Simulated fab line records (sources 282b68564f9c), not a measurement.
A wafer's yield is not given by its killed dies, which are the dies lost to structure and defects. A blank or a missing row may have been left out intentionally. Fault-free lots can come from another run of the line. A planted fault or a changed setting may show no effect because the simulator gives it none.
Split-lot trial / flow rit-cmos / on a route of 202 steps: 5 lots, 23 wafers read

THE SPLIT ITSELF
At RIT_FOX1_OXIDATION_00 (target thk 350.7 nm, ox time 1130 s), the setting temp-c was moved away from the recipe's 1100 C on 20 of the 23 wafers read, by -2.5% to +2.9%. This setting was run at the recipe's value on the other wafers.

Between the split and the reading, the file records no step.

THE READING
FOX1_OXIDE_THK at RIT_FOX1_THK_MEAS_01, in nm. Typical for fault-free wafers on this fab line: 350 nm, with standard deviation 6.2 nm.

wafer=L074.1; tool, chamber at the split=-, -; temp-c as run, C=1073; against the recipe=-2.5%; FOX1_OXIDE_THK, nm=294; against lot-mates on the recipe=no lot-mate on the recipe
wafer=L074.2; tool, chamber at the split=-, -; temp-c as run, C=1073; against the recipe=-2.5%; FOX1_OXIDE_THK, nm=298; against lot-mates on the recipe=no lot-mate on the recipe
wafer=L074.3; tool, chamber at the split=-, -; temp-c as run, C=1073; against the recipe=-2.5%; FOX1_OXIDE_THK, nm=291; against lot-mates on the recipe=no lot-mate on the recipe
wafer=L074.5; tool, chamber at the split=-, -; temp-c as run, C=1073; against the recipe=-2.5%; FOX1_OXIDE_THK, nm=295; against lot-mates on the recipe=no lot-mate on the recipe
wafer=L074.6; tool, chamber at the split=-, -; temp-c as run, C=1073; against the recipe=-2.5%; FOX1_OXIDE_THK, nm=300; against lot-mates on the recipe=no lot-mate on the recipe
wafer=L078.1; tool, chamber at the split=-, -; temp-c as run, C=1132; against the recipe=+2.9%; FOX1_OXIDE_THK, nm=404; against lot-mates on the recipe=no lot-mate on the recipe
wafer=L078.2; tool, chamber at the split=-, -; temp-c as run, C=1132; against the recipe=+2.9%; FOX1_OXIDE_THK, nm=404; against lot-mates on the recipe=no lot-mate on the recipe
wafer=L078.4; tool, chamber at the split=-, -; temp-c as run, C=1132; against the recipe=+2.9%; FOX1_OXIDE_THK, nm=407; against lot-mates on the recipe=no lot-mate on the recipe
wafer=L078.5; tool, chamber at the split=-, -; temp-c as run, C=1132; against the recipe=+2.9%; FOX1_OXIDE_THK, nm=404; against lot-mates on the recipe=no lot-mate on the recipe
wafer=L078.6; tool, chamber at the split=-, -; temp-c as run, C=1132; against the recipe=+2.9%; FOX1_OXIDE_THK, nm=406; against lot-mates on the recipe=no lot-mate on the recipe
wafer=L080.1; tool, chamber at the split=-, -; temp-c as run, C=1111; against the recipe=+1.0%; FOX1_OXIDE_THK, nm=371; against lot-mates on the recipe=no lot-mate on the recipe
wafer=L080.2; tool, chamber at the split=-, -; temp-c as run, C=1111; against the recipe=+1.0%; FOX1_OXIDE_THK, nm=370; against lot-mates on the recipe=no lot-mate on the recipe
wafer=L080.3; tool, chamber at the split=-, -; temp-c as run, C=1111; against the recipe=+1.0%; FOX1_OXIDE_THK, nm=372; against lot-mates on the recipe=no lot-mate on the recipe
wafer=L080.4; tool, chamber at the split=-, -; temp-c as run, C=1111; against the recipe=+1.0%; FOX1_OXIDE_THK, nm=362; against lot-mates on the recipe=no lot-mate on the recipe
wafer=L080.6; tool, chamber at the split=-, -; temp-c as run, C=1111; against the recipe=+1.0%; FOX1_OXIDE_THK, nm=363; against lot-mates on the recipe=no lot-mate on the recipe
wafer=L082.2; tool, chamber at the split=furnace-04, 0; temp-c as run, C=1100; against the recipe=recipe; FOX1_OXIDE_THK, nm=349; against lot-mates on the recipe=-
wafer=L082.3; tool, chamber at the split=furnace-04, 0; temp-c as run, C=1100; against the recipe=recipe; FOX1_OXIDE_THK, nm=355; against lot-mates on the recipe=-
wafer=L082.5; tool, chamber at the split=furnace-04, 0; temp-c as run, C=1100; against the recipe=recipe; FOX1_OXIDE_THK, nm=355; against lot-mates on the recipe=-
wafer=L084.1; tool, chamber at the split=-, -; temp-c as run, C=1114; against the recipe=+1.3%; FOX1_OXIDE_THK, nm=375; against lot-mates on the recipe=no lot-mate on the recipe
wafer=L084.2; tool, chamber at the split=-, -; temp-c as run, C=1114; against the recipe=+1.3%; FOX1_OXIDE_THK, nm=379; against lot-mates on the recipe=no lot-mate on the recipe
wafer=L084.3; tool, chamber at the split=-, -; temp-c as run, C=1114; against the recipe=+1.3%; FOX1_OXIDE_THK, nm=376; against lot-mates on the recipe=no lot-mate on the recipe
wafer=L084.5; tool, chamber at the split=-, -; temp-c as run, C=1114; against the recipe=+1.3%; FOX1_OXIDE_THK, nm=374; against lot-mates on the recipe=no lot-mate on the recipe
wafer=L084.6; tool, chamber at the split=-, -; temp-c as run, C=1114; against the recipe=+1.3%; FOX1_OXIDE_THK, nm=372; against lot-mates on the recipe=no lot-mate on the recipe

THE FIT
A straight line over all 23 wafers: FOX1_OXIDE_THK changes by +20.4 nm for each +1% of temp-c; r = +0.99; the points scatter about the line by 4 nm.
Too few moved wafers have a lot-mate on the recipe to fit a line with each lot's own level taken away.

THE WHOLE CHAIN: every reading that the file lists as answering this split, in the file's order
step=RIT_FOX1_OXIDATION_00; what it does=target thk 350.7 nm, ox time 1130 s; reading=SiO2_of_FOX1_OXIDATION_00.thk-nm (the simulator's own value, which no gauge read); change (the file's fit)=+20.4 nm for each +1% of the setting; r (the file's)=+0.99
step=RIT_FOX1_THK_MEAS_01; what it does=; reading=FOX1_OXIDE_THK; change (the file's fit)=+20.4 for each +1% of the setting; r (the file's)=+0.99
step=RIT_M1_PROBE_99; what it does=; reading=etest.pldd.width-nm (the simulator's own value, which no gauge read); change (the file's fit)=-27.3 nm for each +1% of the setting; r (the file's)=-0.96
step=RIT_M1_PROBE_99; what it does=; reading=etest.nldd.width-nm (the simulator's own value, which no gauge read); change (the file's fit)=-28.2 nm for each +1% of the setting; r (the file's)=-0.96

FILE'S OWN FIT
FOX1_OXIDE_THK changes by +20.4 nm for each +1% of temp-c, r = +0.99.
